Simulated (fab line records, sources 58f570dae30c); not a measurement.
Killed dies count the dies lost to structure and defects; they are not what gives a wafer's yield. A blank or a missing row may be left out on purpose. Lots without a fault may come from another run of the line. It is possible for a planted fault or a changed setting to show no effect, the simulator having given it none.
fab line records + flow berkeley-cmos170
record
- lots=14
- wafers=42
- last-day=14
route steps=331 shown M1@249 M2@272
lots with no fault: from the same line, run without faults
start-h: start of the lot's first displayed wafer, in hours after the record's first day + wait-h: hours since the lot's step before + " unchanged from the row above + L1.1+2: a row that stands for several wafers + - value missing, or start not given + * or withheld: withheld + < > ~ a bound
route shown NAME@n: NAME is a module with steps in the file, n the number in the route of the first one + usual: mean/standard deviation of fault-free wafers + same: alike in all rows + chamber/n: place in a boat + sites: readings site by site + _std_site: the standard deviation of these + _edge_site: the outer-site mean with the inner-site mean subtracted + radius-mm: for every site, how far away it sits from the centre of the wafer + mask NAME#n: copy n + behind: the last tool/chamber to shape the wafer + hold: why the lot went on hold/how many hours it stayed there/how the hold came to an end + device: the n, p or np transistor that did not switch + end of line: the same wafers' tests at the end of the route + a step without rows: its recipe alone + killed: not the wafer's yield, but the dies lost to structure and defects at the first sort + map: the dies of a wafer, with x for killed, . for not killed, _ for no die there
set.NAME: the setting as run; set.NAME@STEP: as run at that earlier step + model.NAME: the simulator's own value behind a step, which no gauge read
one table for each step of the route and one row for each wafer, over a sample of lots
services: when a tool's chamber went out of use (start-h, in hours from the record's first day, below 0 if earlier), for how many hours, and the reason
## steps
# step UCB170_M1_ETCH_11
# recipe
- chemistry=N2/H2
- target-depth-a=withheld
- overetch-a=withheld
- target=BARC
- time-s=withheld
- source-w=500
- bias-w=100
- pressure-mtorr=30
- n2-flow-sccm=100
- h2-flow-sccm=200
# usual
- drypump-motor-current-A=5.8/0.56
- oes-product-au=0.998/0.012
- rf-fwd-power-W=494.6/2.2
- throttle-valve-pct=13.26/0.18
| lot.wafer | tool        | chamber | start-h | wait-h | drypump-motor-current-A | oes-product-au | rf-fwd-power-W | throttle-valve-pct |
|-----------|-------------|---------|---------|--------|-------------------------|----------------|----------------|--------------------|
| L349.1    | rie-diel-01 | 2       | 163.04  | 0.0    | 5.9                     | 0.998          | 496.4          | 13.32              |
| L349.2    | "           | 0       | "       | "      | 6.8                     | 0.972          | 492.8          | 13.41              |
| L349.3    | "           | 1       | "       | "      | 5.8                     | 0.992          | 495.4          | 13.60              |
| L350.2    | rie-diel-04 | 2       | 175.75  | 0.0    | 5.7                     | 1.003          | 493.9          | 13.12              |
| L350.5    | "           | 3       | "       | "      | 6.7                     | 0.990          | 494.2          | 13.45              |
| L350.6    | "           | 0       | "       | "      | 6.0                     | 0.984          | 493.8          | 13.01              |
| L351.2    | rie-diel-04 | 3       | 202.87  | 0.0    | 6.6                     | 0.978          | 491.3          | 13.46              |
| L351.4    | "           | 1       | "       | "      | 5.0                     | 1.007          | 497.0          | 13.23              |
| L351.5    | "           | 0       | "       | "      | 6.0                     | 0.989          | 495.1          | 12.99              |
| L352.2    | rie-diel-03 | 0       | 203.50  | 0.0    | 5.7                     | 0.995          | 498.6          | 13.37              |
| L352.4    | "           | 2       | "       | "      | 5.4                     | 0.984          | 494.4          | 13.03              |
| L352.5    | "           | 1       | "       | "      | 5.1                     | 0.984          | 492.0          | 13.24              |
| L355.2    | rie-diel-01 | 3       | 211.99  | 0.0    | 6.0                     | 0.988          | 495.8          | 13.12              |
| L355.3    | "           | 0       | "       | "      | 6.8                     | 0.981          | 497.2          | 13.39              |
| L355.4    | "           | 1       | "       | "      | 5.8                     | 1.003          | 489.7          | 13.59              |
| L356.3    | rie-diel-04 | 3       | 212.42  | 0.0    | 6.6                     | 0.988          | 495.2          | 13.45              |
| L356.4    | "           | 1       | "       | "      | 5.0                     | 1.022          | 497.4          | 13.26              |
| L356.5    | "           | 1       | "       | "      | 5.0                     | 1.027          | 497.9          | 13.25              |
| L354.2    | rie-diel-04 | 0       | 214.59  | 0.0    | 6.0                     | 0.985          | 496.5          | 13.00              |
| L354.4    | "           | 1       | "       | "      | 5.0                     | 1.019          | 498.5          | 13.24              |
| L354.6    | "           | 1       | "       | "      | 5.0                     | 1.021          | 499.0          | 13.26              |
| L361.1    | rie-diel-03 | 1       | 236.18  | 0.0    | 5.1                     | 1.008          | 491.5          | 13.23              |
| L361.3    | "           | 2       | "       | "      | 5.4                     | 1.001          | 492.9          | 13.02              |
| L361.6    | "           | 0       | "       | "      | 5.7                     | 0.999          | 495.2          | 13.36              |
| L365.1    | rie-diel-04 | 3       | 259.70  | 0.0    | 6.6                     | 0.990          | 495.3          | 13.46              |
| L365.3    | "           | 0       | "       | "      | 6.0                     | 1.000          | 495.6          | 13.01              |
| L365.4    | "           | 1       | "       | "      | 5.0                     | 1.023          | 496.5          | 13.24              |
| L363.1    | rie-diel-04 | 0       | 261.68  | 0.0    | 6.0                     | 0.999          | 498.3          | 13.00              |
| L363.3    | "           | 1       | "       | "      | 5.0                     | 1.011          | 497.6          | 13.24              |
| L363.4    | "           | 3       | "       | "      | 6.6                     | 0.983          | 493.7          | 13.46              |
| L369.2    | rie-diel-04 | 3       | 279.19  | 0.0    | 6.6                     | 1.005          | 494.3          | 13.46              |
| L369.3    | "           | 0       | "       | "      | 6.0                     | 0.998          | 494.2          | 13.01              |
| L369.6    | "           | 1       | "       | "      | 5.0                     | 0.980          | 496.1          | 13.27              |
| L368.2    | rie-diel-01 | 3       | 279.55  | 0.0    | 6.0                     | 0.990          | 495.8          | 13.13              |
| L368.5    | "           | 2       | "       | "      | 5.9                     | 0.986          | 497.6          | 13.32              |
| L368.6    | "           | 1       | "       | "      | 5.8                     | 0.996          | 492.4          | 13.59              |
| L370.3    | rie-diel-04 | 3       | 294.94  | 0.0    | 6.6                     | 0.994          | 493.3          | 13.46              |
| L370.4    | "           | 0       | "       | "      | 6.0                     | 1.003          | 496.4          | 12.98              |
| L370.5    | "           | 0       | "       | "      | 6.0                     | 0.991          | 493.1          | 12.97              |
| L372.1    | rie-diel-03 | 3       | 315.51  | 0.0    | 4.9                     | 1.022          | 491.6          | 13.29              |
| L372.4    | "           | 0       | "       | "      | 5.7                     | 0.996          | 496.4          | 13.37              |
| L372.5    | "           | 3       | "       | "      | 5.0                     | 1.018          | 494.6          | 13.30              |
# step UCB170_M1_STRIP_13
# recipe
- chemistry=O2
- power-w=400
- pressure-mtorr=3500
- platen-temp-c=withheld
- o2-flow-sccm=400
- overash-fraction=0.5
# usual
- drypump-motor-current-A=6.10/0.3
- o2-flow-sccm=399.9/1.2
- oes-product-au=0.720/0.0047
| lot.wafer | tool            | chamber | start-h | wait-h | drypump-motor-current-A | o2-flow-sccm | oes-product-au | rf-hours-counter-h |
|-----------|-----------------|---------|---------|--------|-------------------------|--------------|----------------|--------------------|
| L349.1    | plasma-asher-02 | 1       | 163.21  | 0.1    | 5.68                    | 400.5        | 0.725          | 38                 |
| L349.2    | "               | 0       | "       | "      | 6.22                    | 400.9        | 0.719          | 38                 |
| L349.3    | "               | 0       | "       | "      | 6.22                    | 400.1        | 0.720          | -                  |
| L350.2    | plasma-asher-02 | 1       | 175.92  | 0.1    | 5.70                    | 399.0        | 0.717          | 39                 |
| L350.5    | "               | 1       | "       | "      | 5.68                    | 400.6        | 0.722          | -                  |
| L350.6    | "               | 0       | "       | "      | 6.22                    | 401.3        | 0.720          | -                  |
| L351.2    | plasma-asher-04 | 0       | 203.09  | 0.1    | 6.39                    | 399.7        | 0.726          | 55                 |
| L351.4    | "               | 0       | "       | "      | 6.38                    | 401.1        | 0.721          | -                  |
| L351.5    | "               | 1       | "       | "      | 6.03                    | 401.3        | 0.729          | -                  |
| L352.2    | plasma-asher-02 | 1       | 203.68  | 0.1    | 5.69                    | 398.5        | 0.722          | 41                 |
| L352.4    | "               | 1       | "       | "      | 5.67                    | 400.1        | 0.715          | -                  |
| L352.5    | "               | 0       | "       | "      | 6.21                    | 401.1        | 0.727          | -                  |
| L355.2    | plasma-asher-04 | 1       | 212.17  | 0.1    | 6.02                    | 403.7        | 0.719          | 56                 |
| L355.3    | "               | 1       | "       | "      | 6.01                    | 401.6        | 0.716          | -                  |
| L355.4    | "               | 0       | "       | "      | 6.35                    | 400.1        | 0.720          | -                  |
| L356.3    | plasma-asher-02 | 1       | 212.63  | 0.1    | 5.70                    | 399.4        | 0.720          | -                  |
| L356.4    | "               | 0       | "       | "      | 6.22                    | 399.7        | 0.718          | -                  |
| L356.5    | "               | 1       | "       | "      | 5.70                    | 401.0        | 0.723          | -                  |
| L354.2    | plasma-asher-02 | 0       | 214.81  | 0.1    | 6.23                    | 399.8        | 0.711          | 43                 |
| L354.4    | "               | 1       | "       | "      | 5.68                    | 400.3        | 0.723          | -                  |
| L354.6    | "               | 1       | "       | "      | 5.70                    | 400.5        | 0.726          | -                  |
| L361.1    | plasma-asher-04 | 1       | 236.40  | 0.1    | 6.02                    | 397.7        | 0.714          | 59                 |
| L361.3    | "               | 1       | "       | "      | 6.05                    | 398.3        | 0.720          | -                  |
| L361.6    | "               | 1       | "       | "      | 6.07                    | 397.4        | 0.715          | -                  |
| L365.1    | plasma-asher-03 | 1       | 259.88  | 0.1    | 5.88                    | 399.3        | 0.724          | 14                 |
| L365.3    | "               | 1       | "       | "      | 5.88                    | 399.3        | 0.721          | -                  |
| L365.4    | "               | 0       | "       | "      | 6.55                    | 400.4        | 0.719          | -                  |
| L363.1    | plasma-asher-02 | 0       | 261.86  | 0.1    | 6.23                    | 399.3        | 0.720          | 48                 |
| L363.3    | "               | 0       | "       | "      | 6.22                    | 399.1        | 0.719          | -                  |
| L363.4    | "               | 1       | "       | "      | 5.69                    | 395.5        | 0.719          | -                  |
| L369.2    | plasma-asher-04 | 1       | 279.50  | 0.2    | 6.06                    | 397.2        | 0.720          | 64                 |
| L369.3    | "               | 0       | "       | "      | 6.37                    | 400.5        | 0.718          | -                  |
| L369.6    | "               | 1       | "       | "      | 6.02                    | 399.7        | 0.714          | -                  |
| L368.2    | plasma-asher-03 | 0       | 279.72  | 0.1    | 6.57                    | 398.7        | 0.723          | 16                 |
| L368.5    | "               | 1       | "       | "      | 5.86                    | 401.0        | 0.720          | -                  |
| L368.6    | "               | 0       | "       | "      | 6.57                    | 400.8        | 0.715          | -                  |
| L370.3    | plasma-asher-03 | 1       | 295.15  | 0.1    | 5.87                    | 398.3        | 0.714          | -                  |
| L370.4    | "               | 0       | "       | "      | 6.51                    | 400.3        | 0.720          | -                  |
| L370.5    | "               | 0       | "       | "      | 6.54                    | 399.2        | 0.721          | -                  |
| L372.1    | plasma-asher-02 | 0       | 315.68  | 0.1    | 6.22                    | 398.5        | 0.726          | 53                 |
| L372.4    | "               | 1       | "       | "      | 5.68                    | 399.1        | 0.718          | -                  |
| L372.5    | "               | 0       | "       | "      | 6.22                    | 397.7        | 0.715          | -                  |
# step UCB170_M2_SPUTTER_01
# recipe
- material=Al
- target-thk-nm=900
- time-s=120
- power-w=6000
- chamber-pressure-pa=0.5
# usual
- throttle-valve-pct=30.0/1
| lot.wafer | tool           | chamber | start-h | wait-h | throttle-valve-pct |
|-----------|----------------|---------|---------|--------|--------------------|
| L349.1    | pvd-sputter-02 | -       | 168.63  | 0.0    | 29.3               |
| L349.2    | "              | -       | "       | "      | 31.2               |
| L349.3    | "              | -       | "       | "      | 29.4               |
| L350.2    | pvd-sputter-04 | -       | 180.44  | 0.0    | 31.8               |
| L350.5    | "              | -       | "       | "      | 28.3               |
| L350.6    | "              | -       | "       | "      | 30.2               |
| L351.2    | pvd-sputter-04 | -       | 207.45  | 0.0    | 30.1               |
| L351.4    | "              | -       | "       | "      | 31.5               |
| L351.5    | "              | -       | "       | "      | 28.8               |
| L352.2    | pvd-sputter-02 | -       | 209.27  | 0.0    | 29.4               |
| L352.4    | "              | -       | "       | "      | 29.4               |
| L352.5    | "              | -       | "       | "      | 31.0               |
| L355.2    | pvd-sputter-02 | -       | 216.83  | 0.0    | 30.8               |
| L355.3    | "              | -       | "       | "      | 31.0               |
| L355.4    | "              | -       | "       | "      | 29.6               |
| L356.3    | pvd-sputter-03 | -       | 217.48  | 0.0    | 29.5               |
| L356.4    | "              | -       | "       | "      | 29.4               |
| L356.5    | "              | -       | "       | "      | 29.5               |
| L354.2    | pvd-sputter-02 | -       | 218.85  | 0.0    | 29.3               |
| L354.4    | "              | -       | "       | "      | 29.3               |
| L354.6    | "              | -       | "       | "      | 29.4               |
| L361.1    | pvd-sputter-03 | -       | 241.45  | 0.0    | 29.3               |
| L361.3    | "              | -       | "       | "      | 30.4               |
| L361.6    | "              | -       | "       | "      | 30.6               |
| L365.1    | pvd-sputter-02 | -       | 265.75  | 0.0    | 31.0               |
| L365.3    | "              | -       | "       | "      | 30.9               |
| L365.4    | "              | -       | "       | "      | 29.3               |
| L363.1    | pvd-sputter-02 | -       | 268.02  | 0.0    | 30.8               |
| L363.3    | "              | -       | "       | "      | 30.7               |
| L363.4    | "              | -       | "       | "      | 29.3               |
| L369.2    | pvd-sputter-04 | -       | 284.10  | 0.0    | 27.9               |
| L369.3    | "              | -       | "       | "      | 28.7               |
| L369.6    | "              | -       | "       | "      | 28.8               |
| L368.2    | pvd-sputter-03 | -       | 285.37  | 0.0    | 30.2               |
| L368.5    | "              | -       | "       | "      | 30.4               |
| L368.6    | "              | -       | "       | "      | 29.4               |
| L370.3    | pvd-sputter-04 | -       | 300.18  | 0.0    | 30.2               |
| L370.4    | "              | -       | "       | "      | 28.2               |
| L370.5    | "              | -       | "       | "      | 30.3               |
| L372.1    | pvd-sputter-03 | -       | 320.70  | 0.0    | 29.6               |
| L372.4    | "              | -       | "       | "      | 30.5               |
| L372.5    | "              | -       | "       | "      | 31.3               |
# step UCB170_M2_RS_MEAS_02
# recipe
- thk-meas-gauge=four-point-probe
- reads=Al_of_M2_SPUTTER_01
# usual
- M2_AL_RS=0.03224/0.00027
| lot.wafer | tool          | chamber | start-h | wait-h | M2_AL_RS[ohm/sq] |
|-----------|---------------|---------|---------|--------|------------------|
| L349.1    | film-metro-02 | -       | 168.72  | 0.0    | 0.0321           |
| L349.2    | "             | -       | "       | "      | 0.03254          |
| L349.3    | "             | -       | "       | "      | 0.03213          |
| L350.2    | film-metro-03 | -       | 180.54  | 0.1    | 0.03209          |
| L350.5    | "             | -       | "       | "      | 0.03189          |
| L350.6    | "             | -       | "       | "      | 0.03208          |
| L351.2    | film-metro-01 | -       | 207.55  | 0.1    | 0.03247          |
| L351.4    | "             | -       | "       | "      | 0.032            |
| L351.5    | "             | -       | "       | "      | 0.03234          |
| L352.2    | film-metro-01 | -       | 209.37  | 0.1    | 0.03227          |
| L352.4    | "             | -       | "       | "      | 0.03251          |
| L352.5    | "             | -       | "       | "      | 0.03227          |
| L355.2    | film-metro-02 | -       | 216.93  | 0.1    | 0.03229          |
| L355.3    | "             | -       | "       | "      | 0.03221          |
| L355.4    | "             | -       | "       | "      | 0.03183          |
| L356.3    | film-metro-01 | -       | 217.61  | 0.1    | 0.03193          |
| L356.4    | "             | -       | "       | "      | 0.03205          |
| L356.5    | "             | -       | "       | "      | 0.03209          |
| L354.2    | film-metro-01 | -       | 218.95  | 0.1    | 0.03251          |
| L354.4    | "             | -       | "       | "      | 0.03261          |
| L354.6    | "             | -       | "       | "      | 0.03261          |
| L361.1    | film-metro-02 | -       | 241.54  | 0.0    | 0.03226          |
| L361.3    | "             | -       | "       | "      | 0.03202          |
| L361.6    | "             | -       | "       | "      | 0.03253          |
| L365.1    | film-metro-01 | -       | 265.83  | 0.0    | 0.02683          |
| L365.3    | "             | -       | "       | "      | 0.02688          |
| L365.4    | "             | -       | "       | "      | 0.02682          |
| L363.1    | film-metro-03 | -       | 268.11  | 0.0    | 0.02644          |
| L363.3    | "             | -       | "       | "      | 0.02672          |
| L363.4    | "             | -       | "       | "      | 0.02648          |
| L369.2    | film-metro-03 | -       | 284.20  | 0.1    | 0.03276          |
| L369.3    | "             | -       | "       | "      | 0.03235          |
| L369.6    | "             | -       | "       | "      | 0.03254          |
| L368.2    | film-metro-02 | -       | 285.47  | 0.1    | 0.03191          |
| L368.5    | "             | -       | "       | "      | 0.0318           |
| L368.6    | "             | -       | "       | "      | 0.03218          |
| L370.3    | film-metro-02 | -       | 300.31  | 0.1    | 0.03251          |
| L370.4    | "             | -       | "       | "      | 0.03267          |
| L370.5    | "             | -       | "       | "      | 0.03263          |
| L372.1    | film-metro-03 | -       | 320.78  | 0.0    | 0.03234          |
| L372.4    | "             | -       | "       | "      | 0.03185          |
| L372.5    | "             | -       | "       | "      | 0.03208          |
# step UCB170_M2_THK_MEAS_03
# recipe
- thk-meas-gauge=xrf
- reads=Al_of_M2_SPUTTER_01
# usual
- M2_AL_THK=887/8.5
| lot.wafer | tool          | chamber | start-h | wait-h | M2_AL_THK[nm] |
|-----------|---------------|---------|---------|--------|---------------|
| L349.1    | film-metro-02 | -       | 168.84  | 0.1    | 880           |
| L349.2    | "             | -       | "       | "      | 871           |
| L349.3    | "             | -       | "       | "      | 884           |
| L350.2    | film-metro-03 | -       | 180.65  | 0.1    | 892           |
| L350.5    | "             | -       | "       | "      | 893           |
| L350.6    | "             | -       | "       | "      | 893           |
| L351.2    | film-metro-01 | -       | 207.66  | 0.1    | 893           |
| L351.4    | "             | -       | "       | "      | 900           |
| L351.5    | "             | -       | "       | "      | 892           |
| L352.2    | film-metro-01 | -       | 209.48  | 0.1    | 889           |
| L352.4    | "             | -       | "       | "      | 883           |
| L352.5    | "             | -       | "       | "      | 893           |
| L355.2    | film-metro-02 | -       | 217.04  | 0.1    | 880           |
| L355.3    | "             | -       | "       | "      | 884           |
| L355.4    | "             | -       | "       | "      | 894           |
| L356.3    | film-metro-01 | -       | 217.71  | 0.1    | 906           |
| L356.4    | "             | -       | "       | "      | 894           |
| L356.5    | "             | -       | "       | "      | 897           |
| L354.2    | film-metro-01 | -       | 219.06  | 0.1    | 882           |
| L354.4    | "             | -       | "       | "      | 883           |
| L354.6    | "             | -       | "       | "      | 882           |
| L361.1    | film-metro-02 | -       | 241.66  | 0.1    | 875           |
| L361.3    | "             | -       | "       | "      | 879           |
| L361.6    | "             | -       | "       | "      | 871           |
| L365.1    | film-metro-01 | -       | 265.95  | 0.1    | 1068          |
| L365.3    | "             | -       | "       | "      | 1066          |
| L365.4    | "             | -       | "       | "      | 1068          |
| L363.1    | film-metro-03 | -       | 268.23  | 0.1    | 1083          |
| L363.3    | "             | -       | "       | "      | 1066          |
| L363.4    | "             | -       | "       | "      | 1084          |
| L369.2    | film-metro-03 | -       | 284.31  | 0.1    | 873           |
| L369.3    | "             | -       | "       | "      | 887           |
| L369.6    | "             | -       | "       | "      | 876           |
| L368.2    | film-metro-02 | -       | 285.58  | 0.1    | 893           |
| L368.5    | "             | -       | "       | "      | 889           |
| L368.6    | "             | -       | "       | "      | 886           |
| L370.3    | film-metro-02 | -       | 300.41  | 0.1    | 871           |
| L370.4    | "             | -       | "       | "      | 871           |
| L370.5    | "             | -       | "       | "      | 871           |
| L372.1    | film-metro-03 | -       | 320.90  | 0.1    | 888           |
| L372.4    | "             | -       | "       | "      | 898           |
| L372.5    | "             | -       | "       | "      | 894           |
# step UCB170_M2_OVL_MEAS_16
# usual
- M2_OVL=2/5.5
| lot.wafer | tool       | chamber | start-h | wait-h | M2_OVL[nm] |
|-----------|------------|---------|---------|--------|------------|
| L349.1    | overlay-01 | -       | 170.71  | 0.1    | 9          |
| L349.2    | "          | -       | "       | "      | 12         |
| L349.3    | "          | -       | "       | "      | 7          |
| L350.2    | overlay-01 | -       | 182.58  | 0.1    | -3         |
| L350.5    | "          | -       | "       | "      | -1         |
| L350.6    | "          | -       | "       | "      | -8         |
| L351.2    | overlay-01 | -       | 209.75  | 0.1    | 8          |
| L351.4    | "          | -       | "       | "      | 4          |
| L351.5    | "          | -       | "       | "      | 4          |
| L352.2    | overlay-01 | -       | 212.67  | 0.1    | 0          |
| L352.4    | "          | -       | "       | "      | -10        |
| L352.5    | "          | -       | "       | "      | -1         |
| L355.2    | overlay-02 | -       | 219.29  | 0.1    | 11         |
| L355.3    | "          | -       | "       | "      | -3         |
| L355.4    | "          | -       | "       | "      | 7          |
| L356.3    | overlay-01 | -       | 219.94  | 0.1    | 2          |
| L356.4    | "          | -       | "       | "      | 11         |
| L356.5    | "          | -       | "       | "      | 2          |
| L354.2    | overlay-01 | -       | 221.24  | 0.1    | -2         |
| L354.4    | "          | -       | "       | "      | -2         |
| L354.6    | "          | -       | "       | "      | -8         |
| L361.1    | overlay-02 | -       | 243.66  | 0.1    | 5          |
| L361.3    | "          | -       | "       | "      | 5          |
| L361.6    | "          | -       | "       | "      | 5          |
| L365.1    | overlay-02 | -       | 269.07  | 0.1    | 6          |
| L365.3    | "          | -       | "       | "      | 9          |
| L365.4    | "          | -       | "       | "      | 2          |
| L363.1    | overlay-02 | -       | 270.43  | 0.1    | 6          |
| L363.3    | "          | -       | "       | "      | -3         |
| L363.4    | "          | -       | "       | "      | 2          |
| L369.2    | overlay-01 | -       | 288.11  | 0.1    | 6          |
| L369.3    | "          | -       | "       | "      | 6          |
| L369.6    | "          | -       | "       | "      | 8          |
| L368.2    | overlay-02 | -       | 288.25  | 0.1    | 0          |
| L368.5    | "          | -       | "       | "      | -7         |
| L368.6    | "          | -       | "       | "      | 3          |
| L370.3    | overlay-02 | -       | 302.55  | 0.1    | -1         |
| L370.4    | "          | -       | "       | "      | 2          |
| L370.5    | "          | -       | "       | "      | 0          |
| L372.1    | overlay-01 | -       | 323.23  | 0.1    | 3          |
| L372.4    | "          | -       | "       | "      | -4         |
| L372.5    | "          | -       | "       | "      | 2          |
# step UCB170_M2_METAL_ETCH_18
# recipe
- chemistry=Cl2/BCl3
- target=Al
- stop-on=SiO2
- pressure-mtorr=12
- target-depth-a=11700
- over-etch-frac=0.3
- time-s=195
- icp-w=600
- bias-w=120
- Cl2_flow_sccm=90
- bcl3-flow-sccm=45
# usual
- drypump-motor-current-A=5.44/0.3
- oes-product-au=0.855/0.013
- rf-fwd-power-W=597.7/1.8
- throttle-valve-pct=24.31/0.17
# same
- time-s=195
| lot.wafer | tool         | chamber | start-h | wait-h | drypump-motor-current-A | oes-product-au | rf-fwd-power-W | rf-hours-counter-h | throttle-valve-pct |
|-----------|--------------|---------|---------|--------|-------------------------|----------------|----------------|--------------------|--------------------|
| L349.1    | rie-metal-04 | 0       | 170.79  | -      | 5.09                    | 0.853          | 598.4          | 8                  | 24.59              |
| L349.2    | "            | 1       | "       | "      | 5.66                    | 0.869          | 596.1          | 13                 | 24.31              |
| L349.3    | "            | 0       | "       | "      | 5.13                    | 0.846          | 600.1          | -                  | 24.59              |
| L350.2    | rie-metal-02 | 1       | 182.66  | -      | 5.10                    | 0.861          | 597.3          | 3                  | 24.27              |
| L350.5    | "            | 1       | "       | "      | 5.10                    | 0.872          | 596.5          | -                  | 24.25              |
| L350.6    | "            | 0       | "       | "      | 5.42                    | 0.857          | 600.0          | -                  | 24.05              |
| L351.2    | rie-metal-04 | 0       | 209.83  | -      | 5.12                    | 0.845          | 596.0          | 9                  | 24.60              |
| L351.4    | "            | 0       | "       | "      | 5.15                    | 0.858          | 595.7          | -                  | 24.59              |
| L351.5    | "            | 0       | "       | "      | 5.13                    | 0.858          | 597.5          | -                  | 24.60              |
| L352.2    | rie-metal-03 | 1       | 212.83  | -      | 5.86                    | 0.848          | 598.3          | -                  | 24.23              |
| L352.4    | "            | 1       | "       | "      | 5.86                    | 0.839          | 597.3          | -                  | 24.24              |
| L352.5    | "            | 1       | "       | "      | 5.85                    | 0.853          | 598.2          | -                  | 24.24              |
| L355.2    | rie-metal-02 | 1       | 219.36  | -      | 5.12                    | 0.867          | 597.7          | 3                  | 24.27              |
| L355.3    | "            | 0       | "       | "      | 5.44                    | 0.857          | 597.4          | -                  | 24.06              |
| L355.4    | "            | 1       | "       | "      | 5.08                    | 0.878          | 597.6          | -                  | 24.25              |
| L356.3    | rie-metal-04 | 1       | 220.07  | -      | 5.68                    | 0.874          | 600.5          | -                  | 24.31              |
| L356.4    | "            | 0       | "       | "      | 5.12                    | 0.849          | 595.9          | -                  | 24.60              |
| L356.5    | "            | 0       | "       | "      | 5.15                    | 0.857          | 597.5          | -                  | 24.61              |
| L354.2    | rie-metal-03 | 1       | 221.39  | -      | 5.85                    | 0.845          | 598.0          | -                  | 24.25              |
| L354.4    | "            | 1       | "       | "      | 5.86                    | 0.848          | 597.0          | -                  | 24.24              |
| L354.6    | "            | 1       | "       | "      | 5.86                    | 0.845          | 598.1          | -                  | 24.24              |
| L361.1    | rie-metal-02 | 0       | 243.74  | -      | 5.44                    | 0.856          | 596.9          | 9                  | 24.05              |
| L361.3    | "            | 0       | "       | "      | 5.40                    | 0.867          | 598.6          | -                  | 24.06              |
| L361.6    | "            | 0       | "       | "      | 5.41                    | 0.847          | 599.7          | -                  | 24.05              |
| L365.1    | rie-metal-03 | 0       | 269.15  | -      | 5.34                    | 0.931          | 596.2          | 8                  | 24.39              |
| L365.3    | "            | 1       | "       | "      | 5.85                    | 0.945          | 597.9          | -                  | 24.19              |
| L365.4    | "            | 0       | "       | "      | 5.32                    | 0.928          | 598.6          | -                  | 24.39              |
| L363.1    | rie-metal-04 | 0       | 270.50  | -      | 5.12                    | 0.962          | 597.9          | 11                 | 24.53              |
| L363.3    | "            | 0       | "       | "      | 5.09                    | 0.953          | 597.5          | -                  | 24.54              |
| L363.4    | "            | 0       | "       | "      | 5.09                    | 0.952          | 596.6          | -                  | 24.54              |
| L369.2    | rie-metal-02 | 1       | 288.19  | -      | 5.08                    | 0.862          | 598.2          | 5                  | 24.26              |
| L369.3    | "            | 1       | "       | "      | 5.11                    | 0.866          | 596.7          | -                  | 24.25              |
| L369.6    | "            | 1       | "       | "      | 5.08                    | 0.861          | 596.6          | -                  | 24.26              |
| L368.2    | rie-metal-03 | 0       | 288.32  | -      | 5.30                    | 0.837          | 597.7          | 8                  | 24.41              |
| L368.5    | "            | 1       | "       | "      | 5.84                    | 0.848          | 593.3          | -                  | 24.25              |
| L368.6    | "            | 0       | "       | "      | 5.26                    | 0.837          | 598.0          | -                  | 24.43              |
| L370.3    | rie-metal-03 | 0       | 302.68  | -      | 5.31                    | 0.828          | 601.2          | -                  | 24.42              |
| L370.4    | "            | 1       | "       | "      | 5.86                    | 0.841          | 595.9          | -                  | 24.25              |
| L370.5    | "            | 0       | "       | "      | 5.29                    | 0.827          | 599.5          | -                  | 24.44              |
| L372.1    | rie-metal-04 | 0       | 323.31  | -      | 5.14                    | 0.852          | 599.0          | 13                 | 24.59              |
| L372.4    | "            | 1       | "       | "      | 5.70                    | 0.878          | 600.6          | -                  | 24.44              |
| L372.5    | "            | 0       | "       | "      | 5.14                    | 0.861          | 598.3          | -                  | 24.58              |
## services
| tool            | chamber | start-h | hours | kind           |
|-----------------|---------|---------|-------|----------------|
| rie-metal-03    | -       | 139.30  | 0.3   | repair         |
| plasma-asher-04 | -       | 143.24  | 0.4   | repair         |
| rie-metal-04    | 0       | 145.97  | 5.4   | repair         |
| pvd-sputter-03  | -       | 151.71  | 2.1   | repair         |
| plasma-asher-03 | -       | 158.33  | 0.9   | repair         |
| pvd-sputter-02  | -       | 171.84  | 1.0   | repair         |
| rie-diel-03     | 3       | 181.73  | 14.2  | repair         |
| rie-metal-03    | 1       | 183.66  | -     | clean          |
| rie-metal-04    | 1       | 186.35  | 4.5   | repair         |
| rie-diel-03     | 1       | 186.50  | 8.4   | repair         |
| pvd-sputter-04  | -       | 188.25  | 2.7   | repair         |
| rie-metal-03    | 0       | 202.77  | 19.9  | repair         |
| rie-metal-02    | -       | 204.04  | 10.0  | pm             |
| rie-diel-01     | 3       | 227.52  | 4.8   | repair         |
| rie-diel-04     | 1       | 233.77  | 4.9   | repair         |
| pvd-sputter-03  | -       | 242.93  | 5.7   | repair         |
| rie-diel-04     | 1       | 265.73  | -     | clean          |
| rie-diel-04     | 1       | 265.73  | 13.3  | scheduled-down |
| rie-diel-04     | 1       | 265.73  | 13.3  | vent-cycle     |
| rie-diel-01     | 1       | 266.59  | 7.8   | repair         |
| pvd-sputter-04  | -       | 277.43  | 1.6   | repair         |
| rie-diel-01     | 0       | 280.56  | 3.5   | repair         |
| plasma-asher-03 | -       | 290.25  | 1.4   | repair         |
| rie-metal-04    | -       | 313.58  | 0.7   | repair         |
## key
first-sign
- step=UCB170_M2_RS_MEAS_02
- reading=M2_AL_RS
- direction=down
- sigmas=20
- usual=0.03224
- struck=0.0267
effect
- step=UCB170_M2_THK_MEAS_03
- reading=M2_AL_THK
- direction=up
- sigmas=22
- usual=887
- struck=1073
effect
- step=UCB170_M2_METAL_ETCH_18
- reading=oes-product-au
- direction=up
- sigmas=7
- usual=0.855
- struck=0.945
met-at UCB170_M2_SPUTTER_01
struck-lots L363,L365
sort-left-out L365.1,L365.3,L365.4
not-acting-at UCB170_M1_ETCH_11,UCB170_M1_STRIP_13,UCB170_M2_OVL_MEAS_16
onset-between 218.85 265.75
fault
- kind=process-parameter-drift
- tool=pvd-sputter-02
- chamber=-
- onset-h=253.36
- steps=UCB170_M2_SPUTTER_01
- channel=time-s
- offset=*
- shape=step
- end-h=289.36
- acts-in=*
- stated=*
# sort-left-out: the simulated sort isn't trusted on such a fault, so these wafers' sort isn't shown, and their yield isn't known
